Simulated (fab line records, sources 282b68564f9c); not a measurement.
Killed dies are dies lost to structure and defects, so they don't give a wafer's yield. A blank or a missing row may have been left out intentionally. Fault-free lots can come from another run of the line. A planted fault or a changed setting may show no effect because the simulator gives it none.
Struck lot and sound lot, side by side    flow rit cmos    17 steps out of a route of 202
Sound: wafers L872.1, L872.3, L872.6. Struck: wafers L875.1, L875.3, L875.4. The cause comes at the end.
Each step with rows lists, per side, the tool, then ch with its chambers, then its first start. Under that, the readings that differ: sound wafers    struck wafers    difference of the means    sigmas: that difference in standard deviations of wafers without a fault.
alike: a reading whose means differ by less than 2 such deviations, as well as words and numbers matching on both sides. not compared: withheld readings; readings where some wafer has no value; bounds like >300 that might hide an equal value; numbers whose values overlap and for which the record gives no deviation.
The two part at a step that has a row with sigmas, a row that says differs or no value, or rows on one side only. Numbers that don't overlap but have no deviation are shown without sigmas and don't part them. A reading missing from all wafers of one side parts the sides only when that side holds two or more wafers.

first, 2 steps without rows for these wafers: RIT_NRETRO_HARDBAKE_07 (time 120 s); RIT_NRETRO_IMPLANT_08.
RIT_NRETRO_STRIP_09: strips in O2, time 180 s.
  sound on plasma asher-02 ch 0, day 2 06:58; struck on plasma asher-02 ch 0,1, day 2 22:50
  alike: drypump motor current A
  not compared: rf hours counter h
RIT_NRETRO_TW_MEAS_10:
  sound: film metro-02 at day 2 07:08; struck: film metro-04 at day 2 23:00
  alike: NRETRO_TW
then, 6 steps without rows for these wafers: RIT_PRETRO_HMDS_00 (prime time 60 s); RIT_PRETRO_COAT_01 (resist thk 1300 nm); RIT_PRETRO_SOFTBAKE_02 (time 60 s); RIT_PRETRO_EXPOSE_03 (exposes mask M5, target cd 43700 nm); RIT_PRETRO_PEB_04; RIT_PRETRO_DEVELOP_05 (develop time 68 s).
RIT_PRETRO_OVL_MEAS_06:
  sound: overlay-02 at day 2 08:12; struck: overlay-02 at day 3 00:04
  alike: PRETRO_OVL
then, 1 step without rows for these wafers: RIT_PRETRO_HARDBAKE_07 (time 120 s).
RIT_PRETRO_IMPLANT_08:
  sound on implanter-04 ch 0, day 2 08:29; struck on implanter-04 ch 0, day 3 00:21
reading             sound                             struck                        difference  sigmas
dose ions cm2       1.1983e+13 1.2016e+13 1.2007e+13  6.597e+12 6.61e+12 6.585e+12  -5.405e+12  -99 or more
faraday current uA  38.3 38.0 38.5                    20.9 20.6 20.7                -17.5       -26
RIT_PRETRO_STRIP_09: strips in O2, time 180 s.
  sound on plasma asher-03 ch 0,1, day 2 08:38; struck on plasma asher-04 ch 0,1, day 3 00:30
  alike: drypump motor current A
  not compared: rf hours counter h
RIT_PRETRO_TW_MEAS_10:
  sound: film metro-01 at day 2 08:49; struck: film metro-02 at day 3 00:41
reading    sound        struck       difference  sigmas
PRETRO_TW  475 476 475  393 393 390  -83         -20
then, 1 step without rows for these wafers: RIT_GATE_WET_ETCH_00 (etches SiO2 in BOE, target depth 56 nm, time 60 s).
RIT_M1_PROBE_99:
  sound: prober-02 at day 3 09:40; struck: prober-01 at day 4 07:15
reading                                     sound                 struck                difference  sigmas
model.etest.nmos_0p3.r on ohm um            2124 2101 2145        1951 1958 1930        -177        
model.etest.nmos_0p15.r on ohm um           1114 1072 1141        1016 1025 993.7       -97         
model.etest.nmos turned.drive ua um         340.3 347.6 336.3     405.4 409.7 428.8     +73.2       
model.etest.nmos_0p15.drive ua um           474.1 482.4 471       521.1 532.4 544.2     +56.7       
model.etest.nmos narrow.drive ua um         236.9 237.8 236.3     273.1 270.1 276.6     +36.3       
model.etest.nmos_0p3.drive ua um            229.2 230.6 230.1     264.2 263.4 270.2     +36.0       
model.etest.nmos_0p15.off log10 a um        -10.23 -9.941 -10.31  -8.797 -8.741 -8.244  +1.566      
model.etest.retro edge nmos.off log10 a um  -9.952 -9.854 -10.32  -8.73 -8.701 -8.079   +1.54       
  alike: killed_at_M0_to_M3, killed at contacts, killed at front end, killed dies, killed open, killed short

## WHERE THEY PART
At RIT_PRETRO_IMPLANT_08 first; at RIT_PRETRO_TW_MEAS_10 last (within this record only). Later steps at which nothing parts them and some readings are alike: RIT_M1_PROBE_99.

WHY: the cause the simulator had injected
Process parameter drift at RIT_PRETRO_IMPLANT_08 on implanter-04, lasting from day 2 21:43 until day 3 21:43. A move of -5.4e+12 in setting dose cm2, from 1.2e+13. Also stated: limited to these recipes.
